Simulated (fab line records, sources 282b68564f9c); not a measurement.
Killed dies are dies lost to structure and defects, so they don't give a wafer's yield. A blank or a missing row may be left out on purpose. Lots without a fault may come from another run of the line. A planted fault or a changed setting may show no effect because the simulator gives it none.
fab line records | flow rit_cmos
record lots=14 wafers=42 last_day=7
route steps=202 shown PRETRO@72
lots that met no fault: from a run of the same line without faults
start_h: hours from the record's first day to the start of the lot's first wafer shown | wait_h: hours since the lot's step before | " the same as in the row above | L1.1+2: a row that stands for several wafers | - no value, or no start given | * or withheld: withheld | < > ~ a bound
route shown NAME@n: a module of which the file shows steps, and the number in the route of the first | usual: mean/standard deviation of fault-free wafers | same: alike in all rows | chamber/n: place in a boat | sites: the reading at each site | _std_site: their standard deviation | _edge_site: outer sites' mean less inner sites' | radius_mm: how far each site lies from the wafer's centre | mask NAME#n: copy n | behind: the tool/chamber that last shaped the wafer | hold: why the lot was held/for how many hours/how that ended | device: the transistor (n, p or np) that didn't switch | end of line: the same wafers' tests at the end of the route | a step without rows: its recipe alone | killed: dies lost to structure and defects at the first sort, not the wafer's yield | map: a wafer's dies, x killed, . not, _ none there
set.NAME: the setting as run; set.NAME@STEP: as run at that earlier step | model.NAME: the simulator's own value behind a step, which no gauge read
steps of the route over a sample of lots; a table a step, a row a wafer
services: from which hour (start_h, from the record's first day; less than 0 if before it) a tool's chamber was out of use, for how many hours, and why
## steps
# step RIT_PRETRO_IMPLANT_08
# recipe species=B energy_kev=45 dose_cm2=1.2e+13 tilt_deg=7
# usual dose_ions_cm2=1.2e+13/1.2e+10 faraday_current_uA=38.0/0.72
# columns lot.wafer tool chamber start_h wait_h dose_ions_cm2 faraday_current_uA
L361.1 implanter-04 0 36.64 0.2 1.1998e+13 38.9
L361.2 " 0 " " 1.2e+13 38.8
L361.6 " 0 " " 1.1992e+13 37.7
L364.1 implanter-03 0 51.91 0.2 1.1991e+13 39.1
L364.2 " 0 " " 1.2008e+13 37.5
L364.4 " 0 " " 1.2008e+13 37.0
L366.2 implanter-04 0 62.87 0.2 1.2002e+13 36.5
L366.5 " 0 " " 1.1994e+13 38.8
L366.6 " 0 " " 1.1994e+13 38.0
L367.2 implanter-01 0 67.50 0.2 1.2011e+13 38.2
L367.3 " 0 " " 1.2013e+13 38.1
L367.6 " 0 " " 1.2005e+13 38.0
L368.4 implanter-04 0 71.86 0.2 1.1985e+13 37.6
L368.5 " 0 " " 1.2013e+13 37.5
L368.6 " 0 " " 1.1995e+13 36.8
L370.1 implanter-03 0 83.80 0.2 1.1996e+13 37.4
L370.2 " 0 " " 1.1994e+13 39.0
L370.6 " 0 " " 1.1994e+13 38.8
L371.1 implanter-01 0 88.97 0.2 1.1989e+13 38.1
L371.4 " 0 " " 1.1998e+13 36.8
L371.5 " 0 " " 1.1982e+13 37.2
L372.1 implanter-03 0 96.01 0.2 1.2e+13 37.5
L372.3 " 0 " " 1.1998e+13 38.9
L372.4 " 0 " " 1.2035e+13 38.4
L374.1 implanter-03 0 102.28 0.2 1.9214e+13 61.0
L374.2 " 0 " " 1.9241e+13 60.9
L374.3 " 0 " " 1.922e+13 60.9
L375.1 implanter-03 0 107.80 0.2 1.9215e+13 59.4
L375.3 " 0 " " 1.9234e+13 58.6
L375.4 " 0 " " 1.9237e+13 62.0
L380.1 implanter-01 0 131.41 0.2 1.1995e+13 37.5
L380.2 " 0 " " 1.1979e+13 39.6
L380.5 " 0 " " 1.1992e+13 37.2
L381.2 implanter-04 0 135.98 0.2 1.2012e+13 38.0
L381.3 " 0 " " 1.2002e+13 38.4
L381.5 " 0 " " 1.2016e+13 36.6
L382.2 implanter-04 0 141.96 0.2 1.1986e+13 39.1
L382.4 " 0 " " 1.2007e+13 37.7
L382.5 " 0 " " 1.1998e+13 38.5
L383.1 implanter-04 0 146.29 0.2 1.1996e+13 39.0
L383.3 " 0 " " 1.1991e+13 37.0
L383.5 " 0 " " 1.1999e+13 38.7
# step RIT_PRETRO_TW_MEAS_10
# usual PRETRO_TW=470/4.1
# columns lot.wafer tool chamber start_h wait_h PRETRO_TW
L361.1 film_metro-02 - 36.97 0.1 471
L361.2 " - " " 471
L361.6 " - " " 474
L364.1 film_metro-04 - 52.23 0.1 470
L364.2 " - " " 472
L364.4 " - " " 467
L366.2 film_metro-04 - 63.18 0.1 471
L366.5 " - " " 470
L366.6 " - " " 472
L367.2 film_metro-04 - 67.81 0.1 472
L367.3 " - " " 473
L367.6 " - " " 471
L368.4 film_metro-02 - 72.14 0.1 473
L368.5 " - " " 471
L368.6 " - " " 474
L370.1 film_metro-04 - 84.12 0.1 469
L370.2 " - " " 466
L370.6 " - " " 466
L371.1 film_metro-04 - 89.30 0.1 465
L371.4 " - " " 466
L371.5 " - " " 468
L372.1 film_metro-04 - 96.34 0.1 467
L372.3 " - " " 465
L372.4 " - " " 464
L374.1 film_metro-03 - 102.60 0.1 550
L374.2 " - " " 555
L374.3 " - " " 551
L375.1 film_metro-04 - 108.13 0.1 540
L375.3 " - " " 537
L375.4 " - " " 539
L380.1 film_metro-02 - 131.74 0.1 474
L380.2 " - " " 475
L380.5 " - " " 474
L381.2 film_metro-03 - 136.29 0.1 477
L381.3 " - " " 478
L381.5 " - " " 477
L382.2 film_metro-02 - 142.27 0.1 471
L382.4 " - " " 474
L382.5 " - " " 471
L383.1 film_metro-03 - 146.62 0.1 471
L383.3 " - " " 473
L383.5 " - " " 472
## services
# columns tool chamber start_h hours kind
implanter-04 - 25.48 0.5 repair
implanter-04 - 54.61 3.2 pm
implanter-04 - 112.19 1.7 repair
## key
first_sign step=RIT_PRETRO_IMPLANT_08 reading=dose_ions_cm2 direction=up sigmas=99+ usual=1.2e+13 struck=1.9227e+13
effect step=RIT_PRETRO_IMPLANT_08 reading=faraday_current_uA direction=up sigmas=31 usual=38.0 struck=60.5
effect step=RIT_PRETRO_TW_MEAS_10 reading=PRETRO_TW direction=up sigmas=18 usual=470 struck=545
met_at RIT_PRETRO_IMPLANT_08
struck_lots L374,L375
tester_left_out L374,L375
onset_between 96.01 102.28
fault kind=process_parameter_drift tool=implanter-03 chamber=- onset_h=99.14 steps=RIT_PRETRO_IMPLANT_08 channel=dose_cm2 offset=7.2202e+12 shape=step end_h=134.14 acts_in=these_recipes_only stated=1.2e+13
# tester_left_out: of these lots the tester's yield and bins aren't shown, on N5 and GAA mostly nor the transistor test; their killed dies are dies lost to structure and defects alone, not to doping, threshold or leakage, so they don't give the yield
